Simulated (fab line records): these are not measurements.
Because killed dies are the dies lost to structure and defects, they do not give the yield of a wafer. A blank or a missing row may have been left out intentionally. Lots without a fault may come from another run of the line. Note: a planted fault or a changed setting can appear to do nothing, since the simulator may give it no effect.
Which of the tools did it? | flow rit cmos | 21 wafers from 7 lots sampled at 2 of the route's 202 steps

## WHAT THE GAUGES SHOWED, per wafer
RIT_GATE_CD_MEAS_16: target cd 150 nm.
lot  | measured    | on        | cd nm (nm)
L902 | day 2 23:35 | cd sem-02 | 148.0 146.3 148.5
L904 | day 3 08:40 | cd sem-01 | 149.1 150.3 146.9
L906 | day 3 18:17 | cd sem-02 | 148.4 147.4 146.0
L911 | day 4 19:26 | cd sem-01 | 148.5 145.6 149.4
L913 | day 5 11:28 | cd sem-01 | 159.2 159.4 161.1
L919 | day 6 11:16 | cd sem-01 | 144.5 146.9 147.8
L922 | day 7 03:06 | cd sem-02 | 144.2 144.3 143.5

## TOOL THAT RAN EACH LOT (tool first, then ch and the chambers of the sampled wafers, then the start)
lot  | RIT_GATE_COAT_11
L902 | litho track-02 ch 0, day 2 22:53
L904 | litho track-04 ch 0, day 3 07:58
L906 | litho track-02 ch 0, day 3 17:33
L911 | litho track-04 ch 0, day 4 18:26
L913 | litho track-04 ch 0, day 5 10:38
L919 | litho track-02 ch 0, day 6 10:34
L922 | litho track-01 ch 0, day 7 02:17
- RIT_GATE_COAT_11: resist thk 850 nm.

## THE ANSWER, worked out from the rows above alone
Rule: usual is defined by the lots themselves. Put in order of their means at a reading, lots are off if they are a third of the lots or fewer, leave a main group of 4 or more, and stand apart from it by a gap of 3 or more times the standard deviation of the main group's means; of several such gaps the widest counts. The tables above print the reading to a certain number of digits; a main group whose means all agree to those digits is not used. Also off: a lot with no number at a reading for which 4 or more lots have one. Any other lot the step has rows for is counted as sound.
Off: L913, at RIT_GATE_CD_MEAS_16 (cd nm). The main group: mean 147.0 nm, standard deviation 1.5.
If a tool, at a process step before that reading, ran all the lots that are off and no sound lot after the first of them, it fits. Gauges at RIT_GATE_CD_MEAS_16: tried the same way as those tools. One fits: RIT_GATE_COAT_11 on litho track-04. Its last sound lot is L911 (day 4 18:26), its first lot that is off L913 (day 5 10:38): a fault that began between those two fits.

## WHAT THE SIMULATOR PUT IN
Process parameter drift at RIT_GATE_COAT_11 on litho track-04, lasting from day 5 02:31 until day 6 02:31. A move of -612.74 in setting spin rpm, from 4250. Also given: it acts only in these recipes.
Lots struck among those shown: L913. The rule given above showed the same thing.
